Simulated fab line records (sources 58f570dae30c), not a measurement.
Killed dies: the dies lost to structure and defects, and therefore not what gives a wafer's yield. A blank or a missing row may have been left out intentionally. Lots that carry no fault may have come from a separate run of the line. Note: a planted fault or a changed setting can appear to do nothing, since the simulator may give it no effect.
The tool behind it: which one? || flow berkeley-cmos170 || 15 lots with 45 wafers sampled at 5 steps, on a route of 331 steps

WHAT THE GAUGES SHOWED, per wafer
UCB170_NVT_TW_MEAS_09.
{"lot": "L639", "measured": "day 7 08:09", "on": "film-metro-04", "NVT_TW": "535 535 534"}
{"lot": "L640", "measured": "day 7 08:24", "on": "film-metro-01", "NVT_TW": "524 525 525"}
{"lot": "L638", "measured": "day 7 08:39", "on": "film-metro-01", "NVT_TW": "525 523 525"}
{"lot": "L644", "measured": "day 8 01:39", "on": "film-metro-03", "NVT_TW": "520 523 522"}
{"lot": "L645", "measured": "day 8 12:57", "on": "film-metro-03", "NVT_TW": "520 523 522"}
{"lot": "L647", "measured": "day 8 18:45", "on": "film-metro-01", "NVT_TW": "526 530 531"}
{"lot": "L646", "measured": "day 8 18:59", "on": "film-metro-01", "NVT_TW": "529 530 528"}
{"lot": "L648", "measured": "day 9 04:43", "on": "film-metro-01", "NVT_TW": "528 531 530"}
{"lot": "L649", "measured": "day 9 04:55", "on": "film-metro-03", "NVT_TW": "523 523 518"}
{"lot": "L651", "measured": "day 9 19:31", "on": "film-metro-03", "NVT_TW": "522 520 525"}
{"lot": "L653", "measured": "day 10 05:01", "on": "film-metro-01", "NVT_TW": "614 611 612"}
{"lot": "L655", "measured": "day 10 15:15", "on": "film-metro-04", "NVT_TW": "617 617 617"}
{"lot": "L657", "measured": "day 11 00:30", "on": "film-metro-04", "NVT_TW": "623 619 620"}
{"lot": "L659", "measured": "day 11 14:21", "on": "film-metro-01", "NVT_TW": "529 530 529"}
{"lot": "L660", "measured": "day 11 14:38", "on": "film-metro-04", "NVT_TW": "532 539 535"}

UCB170_M2_OVL_MEAS_16.
{"lot": "L639", "measured": "day 9 14:49", "on": "overlay-02", "M2_OVL (nm)": "3 -6 4"}
{"lot": "L640", "measured": "day 9 11:12", "on": "overlay-02", "M2_OVL (nm)": "4 7 10"}
{"lot": "L638", "measured": "day 9 13:06", "on": "overlay-02", "M2_OVL (nm)": "2 7 0"}
{"lot": "L644", "measured": "day 10 05:19", "on": "overlay-02", "M2_OVL (nm)": "5 6 7"}
{"lot": "L645", "measured": "day 10 22:58", "on": "overlay-01", "M2_OVL (nm)": "1 5 8"}
{"lot": "L647", "measured": "day 11 01:11", "on": "overlay-02", "M2_OVL (nm)": "-2 5 0"}
{"lot": "L646", "measured": "day 11 00:52", "on": "overlay-01", "M2_OVL (nm)": "15 1 12"}
{"lot": "L648", "measured": "day 11 00:13", "on": "overlay-01", "M2_OVL (nm)": "-4 -10 -5"}
{"lot": "L649", "measured": "day 11 02:07", "on": "overlay-01", "M2_OVL (nm)": "4 6 1"}
{"lot": "L651", "measured": "day 12 01:46", "on": "overlay-02", "M2_OVL (nm)": "5 17 17"}
{"lot": "L653", "measured": "day 12 09:23", "on": "overlay-02", "M2_OVL (nm)": "2 -7 5"}
{"lot": "L655", "measured": "day 12 15:31", "on": "overlay-02", "M2_OVL (nm)": "1 -5 3"}
{"lot": "L657", "measured": "day 13 06:52", "on": "overlay-02", "M2_OVL (nm)": "-2 2 6"}
{"lot": "L659", "measured": "day 13 17:46", "on": "overlay-01", "M2_OVL (nm)": "5 6 3"}
{"lot": "L660", "measured": "day 13 22:43", "on": "overlay-01", "M2_OVL (nm)": "5 7 8"}

UCB170_M2_CD_MEAS_90: the cd target is 700 nm.
{"lot": "L639", "measured": "day 9 15:11", "on": "cd-sem-02", "cd-nm (nm)": "701.1 702.5 698.1"}
{"lot": "L640", "measured": "day 9 11:34", "on": "cd-sem-02", "cd-nm (nm)": "698.2 697.4 697.1"}
{"lot": "L638", "measured": "day 9 13:28", "on": "cd-sem-02", "cd-nm (nm)": "702.0 703.2 698.5"}
{"lot": "L644", "measured": "day 10 05:56", "on": "cd-sem-02", "cd-nm (nm)": "702.7 703.1 703.5"}
{"lot": "L645", "measured": "day 10 23:21", "on": "cd-sem-02", "cd-nm (nm)": "700.1 699.4 699.3"}
{"lot": "L647", "measured": "day 11 01:38", "on": "cd-sem-02", "cd-nm (nm)": "702.3 703.6 700.9"}
{"lot": "L646", "measured": "day 11 01:15", "on": "cd-sem-02", "cd-nm (nm)": "697.2 698.1 699.4"}
{"lot": "L648", "measured": "day 11 00:38", "on": "cd-sem-01", "cd-nm (nm)": "699.3 700.7 703.2"}
{"lot": "L649", "measured": "day 11 02:29", "on": "cd-sem-02", "cd-nm (nm)": "699.8 698.5 697.6"}
{"lot": "L651", "measured": "day 12 02:08", "on": "cd-sem-01", "cd-nm (nm)": "693.7 694.7 696.3"}
{"lot": "L653", "measured": "day 12 09:46", "on": "cd-sem-02", "cd-nm (nm)": "704.2 700.3 704.6"}
{"lot": "L655", "measured": "day 12 15:53", "on": "cd-sem-01", "cd-nm (nm)": "706.4 704.1 703.9"}
{"lot": "L657", "measured": "day 13 07:14", "on": "cd-sem-02", "cd-nm (nm)": "701.3 700.2 703.0"}
{"lot": "L659", "measured": "day 13 18:09", "on": "cd-sem-01", "cd-nm (nm)": "702.7 702.5 698.7"}
{"lot": "L660", "measured": "day 13 23:16", "on": "cd-sem-02", "cd-nm (nm)": "700.8 703.8 702.9"}

TOOL THAT RAN EACH LOT (tool first, then ch and the chambers of the sampled wafers, then the start)
{"lot": "L639", "UCB170_NVT_IMPLANT_07": "implanter-02 ch 0, day 7 07:54", "UCB170_M2_ETCH_17": "rie-diel-01 ch 0,2,3, day 9 14:51"}
{"lot": "L640", "UCB170_NVT_IMPLANT_07": "implanter-01 ch 0, day 7 08:09", "UCB170_M2_ETCH_17": "rie-diel-01 ch 1,2, day 9 11:14"}
{"lot": "L638", "UCB170_NVT_IMPLANT_07": "implanter-02 ch 0, day 7 08:24", "UCB170_M2_ETCH_17": "rie-diel-04 ch 1,2,3, day 9 13:08"}
{"lot": "L644", "UCB170_NVT_IMPLANT_07": "implanter-01 ch 0, day 8 01:26", "UCB170_M2_ETCH_17": "rie-diel-04 ch 0,1,2, day 10 05:20"}
{"lot": "L645", "UCB170_NVT_IMPLANT_07": "implanter-04 ch 0, day 8 12:43", "UCB170_M2_ETCH_17": "rie-diel-01 ch 0,1,3, day 10 23:00"}
{"lot": "L647", "UCB170_NVT_IMPLANT_07": "implanter-01 ch 0, day 8 18:30", "UCB170_M2_ETCH_17": "rie-diel-01 ch 2,3, day 11 01:13"}
{"lot": "L646", "UCB170_NVT_IMPLANT_07": "implanter-04 ch 0, day 8 18:45", "UCB170_M2_ETCH_17": "rie-diel-02 ch 0,1, day 11 00:54"}
{"lot": "L648", "UCB170_NVT_IMPLANT_07": "implanter-01 ch 0, day 9 04:31", "UCB170_M2_ETCH_17": "rie-diel-01 ch 0,1, day 11 00:14"}
{"lot": "L649", "UCB170_NVT_IMPLANT_07": "implanter-04 ch 0, day 9 04:40", "UCB170_M2_ETCH_17": "rie-diel-01 ch 0,2, day 11 02:09"}
{"lot": "L651", "UCB170_NVT_IMPLANT_07": "implanter-04 ch 0, day 9 19:16", "UCB170_M2_ETCH_17": "rie-diel-04 ch 0,2,3, day 12 01:47"}
{"lot": "L653", "UCB170_NVT_IMPLANT_07": "implanter-04 ch 0, day 10 04:46", "UCB170_M2_ETCH_17": "rie-diel-01 ch 0,1,2, day 12 09:25"}
{"lot": "L655", "UCB170_NVT_IMPLANT_07": "implanter-04 ch 0, day 10 15:00", "UCB170_M2_ETCH_17": "rie-diel-01 ch 0,1,3, day 12 15:33"}
{"lot": "L657", "UCB170_NVT_IMPLANT_07": "implanter-04 ch 0, day 11 00:15", "UCB170_M2_ETCH_17": "rie-diel-04 ch 1,2,3, day 13 06:54"}
{"lot": "L659", "UCB170_NVT_IMPLANT_07": "implanter-02 ch 0, day 11 14:08", "UCB170_M2_ETCH_17": "rie-diel-04 ch 1,2,3, day 13 17:47"}
{"lot": "L660", "UCB170_NVT_IMPLANT_07": "implanter-01 ch 0, day 11 14:24", "UCB170_M2_ETCH_17": "rie-diel-04 ch 1,2, day 13 22:44"}
- UCB170_NVT_IMPLANT_07
- UCB170_M2_ETCH_17: etches BARC in N2/H2.

AS READ BY THE TOOLS THEMSELVES (means over the sampled wafers that have a number; for cases with no such wafer, the mark the record gives instead)
UCB170_NVT_IMPLANT_07.
{"lot": "L639", "tool": "implanter-02", "dose-ions-cm2": 3e+12, "faraday-current-uA": 9.70}
{"lot": "L640", "tool": "implanter-01", "dose-ions-cm2": 3e+12, "faraday-current-uA": 9.33}
{"lot": "L638", "tool": "implanter-02", "dose-ions-cm2": 3e+12, "faraday-current-uA": 9.46}
{"lot": "L644", "tool": "implanter-01", "dose-ions-cm2": 3e+12, "faraday-current-uA": 9.45}
{"lot": "L645", "tool": "implanter-04", "dose-ions-cm2": 3e+12, "faraday-current-uA": 9.46}
{"lot": "L647", "tool": "implanter-01", "dose-ions-cm2": 3e+12, "faraday-current-uA": 9.49}
{"lot": "L646", "tool": "implanter-04", "dose-ions-cm2": 3e+12, "faraday-current-uA": 9.61}
{"lot": "L648", "tool": "implanter-01", "dose-ions-cm2": 3e+12, "faraday-current-uA": 9.69}
{"lot": "L649", "tool": "implanter-04", "dose-ions-cm2": 3e+12, "faraday-current-uA": 9.44}
{"lot": "L651", "tool": "implanter-04", "dose-ions-cm2": 3e+12, "faraday-current-uA": 9.46}
{"lot": "L653", "tool": "implanter-04", "dose-ions-cm2": 5e+12, "faraday-current-uA": 15.21}
{"lot": "L655", "tool": "implanter-04", "dose-ions-cm2": 5e+12, "faraday-current-uA": 14.92}
{"lot": "L657", "tool": "implanter-04", "dose-ions-cm2": 5e+12, "faraday-current-uA": 15.05}
{"lot": "L659", "tool": "implanter-02", "dose-ions-cm2": 3e+12, "faraday-current-uA": 9.37}
{"lot": "L660", "tool": "implanter-01", "dose-ions-cm2": 3e+12, "faraday-current-uA": 9.59}

UCB170_M2_ETCH_17.
{"lot": "L639", "tool": "rie-diel-01", "drypump-motor-current-A (A)": 5.6, "oes-product-au (a.u.)": 0.990, "throttle-valve-pct (%)": 13.45}
{"lot": "L640", "tool": "rie-diel-01", "drypump-motor-current-A (A)": 5.0, "oes-product-au (a.u.)": 0.994, "throttle-valve-pct (%)": 13.44}
{"lot": "L638", "tool": "rie-diel-04", "drypump-motor-current-A (A)": 5.6, "oes-product-au (a.u.)": 0.997, "throttle-valve-pct (%)": 13.16}
{"lot": "L644", "tool": "rie-diel-04", "drypump-motor-current-A (A)": 5.6, "oes-product-au (a.u.)": 1.001, "throttle-valve-pct (%)": 13.14}
{"lot": "L645", "tool": "rie-diel-01", "drypump-motor-current-A (A)": 5.7, "oes-product-au (a.u.)": 0.996, "throttle-valve-pct (%)": 13.41}
{"lot": "L647", "tool": "rie-diel-01", "drypump-motor-current-A (A)": 5.2, "oes-product-au (a.u.)": 0.994, "throttle-valve-pct (%)": 13.47}
{"lot": "L646", "tool": "rie-diel-02", "drypump-motor-current-A (A)": 6.2, "oes-product-au (a.u.)": 1.018, "throttle-valve-pct (%)": 13.12}
{"lot": "L648", "tool": "rie-diel-01", "drypump-motor-current-A (A)": 5.8, "oes-product-au (a.u.)": 0.991, "throttle-valve-pct (%)": 13.42}
{"lot": "L649", "tool": "rie-diel-01", "drypump-motor-current-A (A)": 5.6, "oes-product-au (a.u.)": 0.994, "throttle-valve-pct (%)": 13.44}
{"lot": "L651", "tool": "rie-diel-04", "drypump-motor-current-A (A)": 5.4, "oes-product-au (a.u.)": 0.984, "throttle-valve-pct (%)": 13.20}
{"lot": "L653", "tool": "rie-diel-01", "drypump-motor-current-A (A)": 5.4, "oes-product-au (a.u.)": 0.995, "throttle-valve-pct (%)": 13.42}
{"lot": "L655", "tool": "rie-diel-01", "drypump-motor-current-A (A)": 5.6, "oes-product-au (a.u.)": 0.995, "throttle-valve-pct (%)": 13.41}
{"lot": "L657", "tool": "rie-diel-04", "drypump-motor-current-A (A)": 5.6, "oes-product-au (a.u.)": 0.997, "throttle-valve-pct (%)": 13.15}
{"lot": "L659", "tool": "rie-diel-04", "drypump-motor-current-A (A)": 5.6, "oes-product-au (a.u.)": 0.998, "throttle-valve-pct (%)": 13.17}
{"lot": "L660", "tool": "rie-diel-04", "drypump-motor-current-A (A)": 5.8, "oes-product-au (a.u.)": 1.009, "throttle-valve-pct (%)": 13.08}

THE ANSWER, worked out from the rows above alone
Rule: the usual values come from the lots themselves. The widest of any qualifying gaps counts: lots, ordered by their means at a reading, are off when they make up no more than a third of the lots, leave a main group of 4 or more, and stand apart from it by 3 or more times the standard deviation of that group's means. If all means in a main group match to the digits the tables above print for the reading, that group is not used. Also off: a lot with no number at a reading for which 4 or more lots have one. The other lots that the step has rows for count as sound. Order of review: gauges by route order, followed by the tools' own readings, for which a lot's mean as printed above is used. At the first step where some lot is off, the reading lying furthest off is the one used; lots without a number count as furthest.
Off: L653, L655, L657, at UCB170_NVT_TW_MEAS_09 (NVT_TW). Main group: mean 527, sd 4.8.
If a tool, at a process step before that reading, ran all the lots that are off and no sound lot after the first of them, it fits. Not tried: the gauges at UCB170_NVT_TW_MEAS_09; whatever is off there is also off at UCB170_NVT_IMPLANT_07, on other tools, and gauge error can't account for it. One candidate fits, namely implanter-04 at UCB170_NVT_IMPLANT_07. Its last sound lot is L651 (day 9 19:16), its first lot that is off L653 (day 10 04:46): a fault that began between those two fits.
The tool's own readings at UCB170_NVT_IMPLANT_07 bear it out: on the lots that are off they differ by more than 5 times the standard deviation of the sound lots' means. dose-ions-cm2 reads 5e+12 there against 3e+12 on the sound lots; faraday-current-uA reads 15.06 there against 9.50 on the sound lots.

WHAT WAS PUT IN BY THE SIMULATOR
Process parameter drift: implanter-04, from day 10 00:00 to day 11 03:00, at UCB170_NVT_IMPLANT_07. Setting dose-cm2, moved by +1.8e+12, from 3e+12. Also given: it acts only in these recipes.
Lots struck among those shown: L653, L655, L657. The rule given above showed the same thing.
